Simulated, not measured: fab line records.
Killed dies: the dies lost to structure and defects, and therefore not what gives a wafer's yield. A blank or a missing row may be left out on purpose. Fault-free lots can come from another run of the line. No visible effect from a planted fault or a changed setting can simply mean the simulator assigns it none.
A struck lot beside a sound one	flow rit-cmos	15 out of 202 route steps
Sound: these wafers, L162.2, L162.3, L162.5. Struck: wafer L183.1. At the end, the cause is stated.
For every step that has rows: the tool of each side, followed by ch and its chambers, followed by its first start. Under that, the readings that differ: sound wafers	struck wafers	difference of the means	sigmas: that difference in standard deviations of wafers without a fault.
alike: same words and numbers on both sides, and readings whose means sit less than 2 such deviations apart. not compared: any withheld reading, any reading some wafer has no value for, any bound like >300 that may hide the same value, and any number with overlapping values for which the record gives no deviation.
A row with sigmas, a row that says differs or no value, or rows on one side alone: a step with any of these is where the two part. Numbers that don't overlap but have no deviation are shown without sigmas and don't part them. Lack of a reading on every wafer of one side parts them only where that side has two or more wafers.

first, 1 step without rows for these wafers: RIT_PSD_IMPLANT_08.
RIT_PSD_STRIP_09: strips in O2, time 180 s.
  sound on plasma-asher-04 ch 1, day 3 13:22; struck on plasma-asher-04 ch 0, day 7 21:02
  alike: drypump-motor-current-A
  not compared: rf-hours-counter-h
RIT_PSD_TW_MEAS_10:
  struck on film-metro-01, day 7 21:12; sound on film-metro-02, day 3 13:32
  alike: PSD_TW
then, 3 steps without rows for these wafers: RIT_SDANNEAL_CLEAN_00 (cleans in SC1, time 600 s); RIT_SDANNEAL_CLEAN_01 (cleans in dHF, time 30 s); RIT_SDANNEAL_CLEAN_02 (cleans in SC2, time 600 s).
RIT_SDANNEAL_RTA_03: time 5 s.
  sound on rtp-anneal-02 ch 0, day 3 14:02; struck on rtp-anneal-02 ch 0, day 7 21:38
  alike: wafer_temp_C_max
RIT_SDANNEAL_RS_MEAS_04: measurement is done with a four-point probe.
  struck on film-metro-02, day 7 21:41; sound on film-metro-01, day 3 14:06
  alike: PSD_RS
RIT_SDANNEAL_RS_MEAS_05: measurement is done with a four-point probe.
  struck on film-metro-02, day 7 21:49; sound on film-metro-01, day 3 14:13
reading	sound	struck	difference	sigmas
NSD_RS (ohm/sq)	84.45 84.05 83.99	84.88	+0.72	+2
RIT_SDANNEAL_RS_MEAS_06: measurement is done with a four-point probe.
  struck on film-metro-02, day 7 21:56; sound on film-metro-01, day 3 14:20
  alike: PLDD_RS
RIT_SDANNEAL_RS_MEAS_07: measurement is done with a four-point probe.
  struck on film-metro-02, day 7 22:03; sound on film-metro-01, day 3 14:28
reading	sound	struck	difference	sigmas
NLDD_RS (ohm/sq)	151.9 151.9 151.8	151.0	-0.9	-2
then, 1 step without rows for these wafers: RIT_SILICIDE_WET_ETCH_00 (etches SiO2 in BOE, target depth 14 nm, time 15 s).
RIT_SILICIDE_SPUTTER_01: material Ti, target thk 30 nm, time 240 s.
  struck on pvd-sputter-03, day 7 22:12; sound on pvd-sputter-02, day 3 14:35
reading	sound	struck	difference	sigmas
cathode-dc-power-W (W)	350.03 350.16 350.11	343.26	-6.84	-99 or more
model.Ti_of_SILICIDE_SPUTTER_01.thk-nm (nm)	30.17 29.89 29.95	29.7	-0.3	
  alike: throttle-valve-pct
RIT_SILICIDE_RS_MEAS_02: measurement is done with a four-point probe.
  struck on film-metro-01, day 7 22:21; sound on film-metro-04, day 3 14:45
  alike: SILICIDE_TI_RS
RIT_M1_PROBE_99:
  struck on prober-02, day 8 05:04; sound on prober-01, day 3 22:53
reading	sound	struck	difference	sigmas
killed-at-contacts	0 0 1	2	+2	+5
  alike: killed-at-front-end, killed-dies, killed-on-rim, killed-open, killed-short

WHERE THEY PART
Last at RIT_M1_PROBE_99 as far as this record goes, first at RIT_SDANNEAL_RS_MEAS_05.

WHY: what had been put in by the simulator
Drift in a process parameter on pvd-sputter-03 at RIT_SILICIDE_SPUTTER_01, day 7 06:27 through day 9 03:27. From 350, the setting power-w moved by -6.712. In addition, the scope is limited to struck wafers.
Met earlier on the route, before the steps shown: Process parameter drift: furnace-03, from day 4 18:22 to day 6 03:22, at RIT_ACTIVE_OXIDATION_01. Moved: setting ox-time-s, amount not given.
